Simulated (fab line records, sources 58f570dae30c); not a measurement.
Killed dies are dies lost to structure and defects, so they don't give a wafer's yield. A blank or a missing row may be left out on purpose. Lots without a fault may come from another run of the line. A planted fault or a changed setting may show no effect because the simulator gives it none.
Which tool did it? | flow berkeley_cmos170 | 14 lots, 42 wafers sampled, at 5 steps of a route of 331

WHAT THE GAUGES READ, wafer by wafer
UCB170_NLDD_OVL_MEAS_07.
lot  | measured     | on         | NLDD_OVL (nm)
L246 | day 6 03:01  | overlay-02 | 2 -6 3
L247 | day 6 04:20  | overlay-02 | -4 -1 -7
L249 | day 6 18:53  | overlay-02 | 7 4 7
L250 | day 6 18:38  | overlay-02 | 5 -3 3
L251 | day 7 08:07  | overlay-02 | 7 0 10
L252 | day 7 08:49  | overlay-02 | -6 -10 -7
L254 | day 8 09:59  | overlay-02 | 0 0 -1
L255 | day 8 10:28  | overlay-02 | -15 -12 -10
L258 | day 8 18:41  | overlay-02 | -7 -9 -8
L259 | day 9 02:59  | overlay-02 | -10 -6 -2
L263 | day 9 21:20  | overlay-01 | -11 -4 -8
L265 | day 10 13:15 | overlay-01 | 5 -3 5
L268 | day 10 22:36 | overlay-02 | -2 -7 -3
L269 | day 11 14:03 | overlay-02 | -2 -1 -4

UCB170_SDANNEAL_RS_MEAS_04: measures by four-point-probe.
lot  | measured     | on            | PLDD_RS (ohm/sq)
L246 | day 6 12:29  | film_metro-03 | 1037.6 1034.7 1037.3
L247 | day 6 15:57  | film_metro-03 | 1033.0 1033.6 1034.5
L249 | day 7 06:14  | film_metro-04 | 1030.0 1030.2 1030.3
L250 | day 7 06:00  | film_metro-01 | 1029.3 1030.2 1030.4
L251 | day 7 18:29  | film_metro-03 | 1038.2 1034.1 1033.0
L252 | day 7 18:40  | film_metro-04 | 1031.0 1035.4 1032.5
L254 | day 8 20:20  | film_metro-03 | 1033.6 1033.7 1033.9
L255 | day 8 20:32  | film_metro-04 | 1028.1 1029.1 1030.0
L258 | day 9 04:45  | film_metro-03 | 1030.8 1030.6 1027.6
L259 | day 9 14:05  | film_metro-01 | 1036.4 1033.9 1032.2
L263 | day 10 10:41 | film_metro-04 | 1031.9 1032.3 1030.1
L265 | day 11 01:03 | film_metro-04 | 1033.3 1033.5 1031.2
L268 | day 11 11:09 | film_metro-01 | 1030.9 1032.6 1032.6
L269 | day 12 00:28 | film_metro-04 | 1028.0 1026.0 1025.5

UCB170_M1_CD_MEAS_90: target cd 700 nm.
lot  | measured     | on        | cd_nm (nm)
L246 | day 6 21:31  | cd_sem-01 | 703.6 701.4 704.7
L247 | day 6 23:10  | cd_sem-02 | 702.5 701.7 701.9
L249 | day 7 15:55  | cd_sem-02 | 700.6 699.1 704.5
L250 | day 7 14:29  | cd_sem-01 | 703.8 702.4 702.0
L251 | day 8 03:52  | cd_sem-02 | 698.8 698.5 699.2
L252 | day 8 04:14  | cd_sem-02 | 700.7 703.1 700.3
L254 | day 9 05:18  | cd_sem-02 | 702.4 702.0 701.2
L255 | day 9 05:04  | cd_sem-02 | 705.5 703.0 700.1
L258 | day 9 13:16  | cd_sem-02 | 703.2 703.0 702.4
L259 | day 9 23:58  | cd_sem-02 | 708.4 707.6 707.5
L263 | day 10 17:17 | cd_sem-02 | 710.7 708.1 709.8
L265 | day 11 08:20 | cd_sem-02 | 699.2 700.3 701.6
L268 | day 11 18:34 | cd_sem-02 | 702.2 703.2 699.0
L269 | day 12 09:25 | cd_sem-02 | 702.2 699.3 700.5

WHICH TOOL RAN EACH LOT (tool, then ch and the chambers of the sampled wafers, then the start)
lot  | UCB170_ZERO_ETCH_06               | UCB170_M1_METAL_ETCH_12
L246 | rie_diel-03 ch 1,2,3, day 1 20:33 | rie_metal-03 ch 0,1, day 6 21:16
L247 | rie_diel-03 ch 1,2,3, day 1 23:16 | rie_metal-03 ch 0,1, day 6 22:55
L249 | rie_diel-03 ch 1,2, day 2 07:53   | rie_metal-04 ch 0,1, day 7 15:40
L250 | rie_diel-03 ch 0,2,3, day 2 13:46 | rie_metal-03 ch 0, day 7 14:08
L251 | rie_diel-02 ch 1,2, day 2 19:33   | rie_metal-01 ch 0,1, day 8 03:37
L252 | rie_diel-02 ch 0,1, day 2 22:58   | rie_metal-03 ch 0,1, day 8 04:00
L254 | rie_diel-02 ch 0,3, day 3 12:11   | rie_metal-03 ch 0,1, day 9 05:04
L255 | rie_diel-01 ch 1,2,3, day 3 18:37 | rie_metal-01 ch 0,1, day 9 04:47
L258 | rie_diel-02 ch 0,2, day 4 04:53   | rie_metal-01 ch 0,1, day 9 13:02
L259 | rie_diel-01 ch 0,1,2, day 4 14:53 | rie_metal-03 ch 0,1, day 9 23:43
L263 | rie_diel-03 ch 1,3, day 5 05:55   | rie_metal-03 ch 1, day 10 17:01
L265 | rie_diel-03 ch 0,1, day 5 18:27   | rie_metal-04 ch 0,1, day 11 08:05
L268 | rie_diel-01 ch 1,2,3, day 6 11:41 | rie_metal-04 ch 0,1, day 11 18:19
L269 | rie_diel-03 ch 0,2, day 6 14:17   | rie_metal-04 ch 0,1, day 12 09:08
- UCB170_ZERO_ETCH_06: etches SiO2 in CHF3/CF4/Ar, time 12 s.
- UCB170_M1_METAL_ETCH_12: etches Al in Cl2/BCl3, stops on PSG, target depth 780 nm, time 130 s.

WHAT THE TOOLS THEMSELVES READ (means of the sampled wafers that have a number; where no wafer has one, the mark that the record gives instead)
UCB170_ZERO_ETCH_06.
lot  | tool        | CHF3_flow_sccm (sccm) | drypump_motor_current_A (A) | oes_product_au (a.u.) | rf_fwd_power_W (W) | throttle_valve_pct (%)
L246 | rie_diel-03 | 49.99                 | 5.9                         | 0.621                 | 491                | 9.34
L247 | rie_diel-03 | 50.07                 | 5.9                         | 0.620                 | 491                | 9.35
L249 | rie_diel-03 | 50.08                 | 5.5                         | 0.620                 | 490                | 9.36
L250 | rie_diel-03 | 49.98                 | 6.0                         | 0.618                 | 490                | 9.41
L251 | rie_diel-02 | 50.00                 | 5.6                         | 0.613                 | 488                | 9.39
L252 | rie_diel-02 | 50.12                 | 5.4                         | 0.617                 | 488                | 9.40
L254 | rie_diel-02 | 50.00                 | 5.7                         | 0.610                 | 489                | 9.34
L255 | rie_diel-01 | 50.06                 | 6.1                         | 0.623                 | 491                | 9.19
L258 | rie_diel-02 | 49.93                 | 5.7                         | 0.611                 | 490                | 9.44
L259 | rie_diel-01 | 49.96                 | 6.2                         | 0.619                 | 490                | 9.15
L263 | rie_diel-03 | 49.92                 | 6.2                         | 0.620                 | 492                | 9.23
L265 | rie_diel-03 | 50.07                 | 6.2                         | 0.622                 | 492                | 9.19
L268 | rie_diel-01 | 49.97                 | 6.0                         | 0.623                 | 491                | 9.19
L269 | rie_diel-03 | 50.17                 | 5.5                         | 0.610                 | 487                | 9.42

UCB170_M1_METAL_ETCH_12.
lot  | tool         | drypump_motor_current_A (A) | oes_product_au (a.u.) | rf_fwd_power_W (W) | run_length_s (s) | throttle_valve_pct (%)
L246 | rie_metal-03 | 5.5                         | 0.858                 | 597.4              | 158.6            | 24.37
L247 | rie_metal-03 | 6.0                         | 0.844                 | 598.3              | 158.6            | 24.44
L249 | rie_metal-04 | 5.7                         | 0.856                 | 595.5              | 157.9            | 24.37
L250 | rie_metal-03 | 6.4                         | 0.840                 | 598.3              | 158.6            | 24.48
L251 | rie_metal-01 | 5.7                         | 0.848                 | 596.0              | 157.9            | 24.40
L252 | rie_metal-03 | 6.0                         | 0.849                 | 595.9              | 158.6            | 24.45
L254 | rie_metal-03 | 5.5                         | 0.857                 | 598.1              | 158.9            | 24.38
L255 | rie_metal-01 | 5.7                         | 0.838                 | 597.3              | 160.8            | 24.39
L258 | rie_metal-01 | 5.7                         | 0.850                 | 595.2              | 157.8            | 24.39
L259 | rie_metal-03 | 6.0                         | 0.988                 | -                  | 131.2            | 24.37
L263 | rie_metal-03 | 5.1                         | 1.015                 | -                  | 131.2            | 24.25
L265 | rie_metal-04 | 5.7                         | 0.863                 | 597.1              | 157.8            | 24.37
L268 | rie_metal-04 | 5.7                         | 0.859                 | 595.6              | 157.9            | 24.37
L269 | rie_metal-04 | 5.7                         | 0.854                 | 594.8              | 157.8            | 24.38

THE ANSWER, worked out from the rows above alone
Rule: what is usual is taken from the lots themselves. Put in order of their means at a reading, lots are off if they are a third of the lots or fewer, leave a main group of 4 or more, and stand apart from it by a gap of 3 or more times the standard deviation of the main group's means; of several such gaps the widest counts. A main group whose means are all the same, to the digits that the tables above print for the reading, isn't used. A lot without any number at a reading at which 4 lots or more have one is off too. The other lots that the step has rows for count as sound. The gauges are gone through in route order, then the tools' own readings, and for those a lot's mean is taken as printed above. The first step at which some lot is off is used, and at that step the reading that is off furthest; a lot without a number counts as furthest.
Off: L259, L263, at UCB170_M1_CD_MEAS_90 (cd_nm). The main group: mean 701.6 nm, standard deviation 1.2.
A tool fits if, at a process step before that reading, it ran every lot that is off, and no sound lot after the first of them. The gauges at UCB170_M1_CD_MEAS_90 aren't tried: what is off there is off at UCB170_M1_METAL_ETCH_12 too, on other tools, and a gauge's error can't cause that. One fits: rie_metal-03 at UCB170_M1_METAL_ETCH_12. Its last sound lot is L254 (day 9 05:04), its first lot that is off L259 (day 9 23:43): a fault that began between those two fits.
The tool's own readings at UCB170_M1_METAL_ETCH_12 bear it out: on the lots that are off they differ by more than 5 times the standard deviation of the sound lots' means. oes_product_au reads 1.002 a.u. there against 0.851 a.u. on the sound lots; run_length_s reads 131.2 s there against 158.4 s on the sound lots.
Blank at UCB170_M1_METAL_ETCH_12 on the lots that are off, where sound lots have numbers: rf_fwd_power_W.

WHAT THE SIMULATOR HAD PUT IN
Process parameter drift: rie_metal-03, from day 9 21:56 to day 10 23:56, at UCB170_M1_METAL_ETCH_12. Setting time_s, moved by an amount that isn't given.
Lots struck among those shown: L259, L263. The rule above found the same.
